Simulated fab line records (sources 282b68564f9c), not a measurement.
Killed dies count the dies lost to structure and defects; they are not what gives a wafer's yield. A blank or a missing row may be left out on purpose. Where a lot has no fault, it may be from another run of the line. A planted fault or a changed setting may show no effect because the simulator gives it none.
Which tool was responsible? :: flow rit_cmos :: 42 wafers from 14 lots sampled at 2 of the route's 202 steps

## WHAT THE GAUGES READ, wafer by wafer
Not one reading of a measure or inspect step in the record can be checked against a usual standard deviation.

## WHAT TOOL EACH LOT RAN ON (gives the tool, then ch and the chambers of the sampled wafers, and finally the start)
lot: L125
RIT_PSD_DEVELOP_05: litho_track-03 ch 0, day 3 00:00
RIT_M1_PROBE_99: -

lot: L126
RIT_PSD_DEVELOP_05: litho_track-03 ch 0, day 3 06:00
RIT_M1_PROBE_99: -

lot: L127
RIT_PSD_DEVELOP_05: litho_track-01 ch 0, day 3 10:00
RIT_M1_PROBE_99: -

lot: L128
RIT_PSD_DEVELOP_05: litho_track-01 ch 0, day 3 14:00
RIT_M1_PROBE_99: -

lot: L129
RIT_PSD_DEVELOP_05: litho_track-04 ch 0, day 3 21:00
RIT_M1_PROBE_99: prober-01, day 4 06:35

lot: L130
RIT_PSD_DEVELOP_05: litho_track-01 ch 0, day 4 06:00
RIT_M1_PROBE_99: prober-02, day 4 15:26

lot: L133
RIT_PSD_DEVELOP_05: litho_track-04 ch 0, day 4 21:00
RIT_M1_PROBE_99: -

lot: L135
RIT_PSD_DEVELOP_05: litho_track-01 ch 0, day 5 09:00
RIT_M1_PROBE_99: -

lot: L137
RIT_PSD_DEVELOP_05: litho_track-01 ch 0, day 5 17:00
RIT_M1_PROBE_99: -

lot: L141
RIT_PSD_DEVELOP_05: litho_track-03 ch 0, day 6 16:00
RIT_M1_PROBE_99: -

lot: L142
RIT_PSD_DEVELOP_05: litho_track-03 ch 0, day 6 18:00
RIT_M1_PROBE_99: -

lot: L145
RIT_PSD_DEVELOP_05: litho_track-04 ch 0, day 7 09:00
RIT_M1_PROBE_99: -

lot: L146
RIT_PSD_DEVELOP_05: litho_track-04 ch 0, day 7 12:00
RIT_M1_PROBE_99: -

lot: L147
RIT_PSD_DEVELOP_05: litho_track-03 ch 0, day 7 18:00
RIT_M1_PROBE_99: -
- RIT_PSD_DEVELOP_05: develop time 50 s.
- RIT_M1_PROBE_99

## AS READ BY THE TOOLS THEMSELVES (means over the sampled wafers that have a number; for cases with no such wafer, the mark the record gives instead)
RIT_PSD_DEVELOP_05. Usual: chill_plate_temp_C 23.02 C, standard deviation 0.11; developer_temp_C 22.96 C, standard deviation 0.11.
lot: L125
tool: litho_track-03
chill_plate_temp_C (C): 23.01
developer_temp_C (C): 23.10
flag: 

lot: L126
tool: litho_track-03
chill_plate_temp_C (C): 23.04
developer_temp_C (C): 22.90
flag: 

lot: L127
tool: litho_track-01
chill_plate_temp_C (C): 23.05
developer_temp_C (C): 23.00
flag: 

lot: L128
tool: litho_track-01
chill_plate_temp_C (C): 22.92
developer_temp_C (C): 23.11
flag: 

lot: L129
tool: litho_track-04
chill_plate_temp_C (C): 23.09
developer_temp_C (C): 22.89
flag: 

lot: L130
tool: litho_track-01
chill_plate_temp_C (C): 23.05
developer_temp_C (C): 22.93
flag: 

lot: L133
tool: litho_track-04
chill_plate_temp_C (C): 22.88
developer_temp_C (C): 22.94
flag: 

lot: L135
tool: litho_track-01
chill_plate_temp_C (C): 23.19
developer_temp_C (C): 23.81
flag: OFF

lot: L137
tool: litho_track-01
chill_plate_temp_C (C): 23.03
developer_temp_C (C): 24.00
flag: OFF

lot: L141
tool: litho_track-03
chill_plate_temp_C (C): 22.93
developer_temp_C (C): 22.89
flag: 

lot: L142
tool: litho_track-03
chill_plate_temp_C (C): 23.09
developer_temp_C (C): 23.06
flag: 

lot: L145
tool: litho_track-04
chill_plate_temp_C (C): 22.95
developer_temp_C (C): 23.02
flag: 

lot: L146
tool: litho_track-04
chill_plate_temp_C (C): 22.96
developer_temp_C (C): 22.95
flag: 

lot: L147
tool: litho_track-03
chill_plate_temp_C (C): 23.00
developer_temp_C (C): 22.85
flag: 

RIT_M1_PROBE_99. Usual: killed_at_M0_to_M3 0.0, standard deviation 0.12; killed_at_contacts 0.1, standard deviation 0.24; killed_at_front_end 7.1, standard deviation 3; killed_dies 7.2, standard deviation 3; killed_open 3.7, standard deviation 2; killed_short 3.5, standard deviation 2.
lot: L129
tool: prober-01
killed_at_M0_to_M3: 0.0
killed_at_contacts: 0.0
killed_at_front_end: 6.7
killed_dies: 6.7
killed_open: 4.0
killed_short: 2.7
flag: 

lot: L130
tool: prober-02
killed_at_M0_to_M3: 0.0
killed_at_contacts: 0.0
killed_at_front_end: 8.3
killed_dies: 8.3
killed_open: 3.3
killed_short: 5.0
flag: 

## THE ANSWER, worked out from the rows above alone
Rule: lot off if the mean of its wafers having a number is beyond 3 standard deviations from the usual mean. Also off: a lot with no number at a reading for which 4 or more lots have one. The other lots that the step has rows for count as sound. Order of review: gauges by route order, followed by the tools' own readings, for which a lot's mean as printed above is used. At the first step where some lot is off, the reading lying furthest off is the one used; lots without a number count as furthest.
Off at RIT_PSD_DEVELOP_05 (developer_temp_C): L135, L137.
A tool fits if, at that step or a process step before it, it ran every lot that is off, and no sound lot after the first of them. One fits: RIT_PSD_DEVELOP_05 on litho_track-01. A fault onset in the window from L130 (day 4 06:00, its last sound lot) to L135 (day 5 09:00, its first lot off) fits.
The tool's own readings at RIT_PSD_DEVELOP_05 bear it out: on the lots that are off they differ by more than 5 times the standard deviation of the sound lots' means. developer_temp_C reads 23.91 C there against 22.97 C on the sound lots.

## WHAT THE SIMULATOR HAD INSERTED
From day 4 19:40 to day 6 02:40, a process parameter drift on litho_track-01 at RIT_PSD_DEVELOP_05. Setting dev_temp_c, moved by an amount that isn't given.
Shown lots that were struck: L135, L137. The rule above found the same.
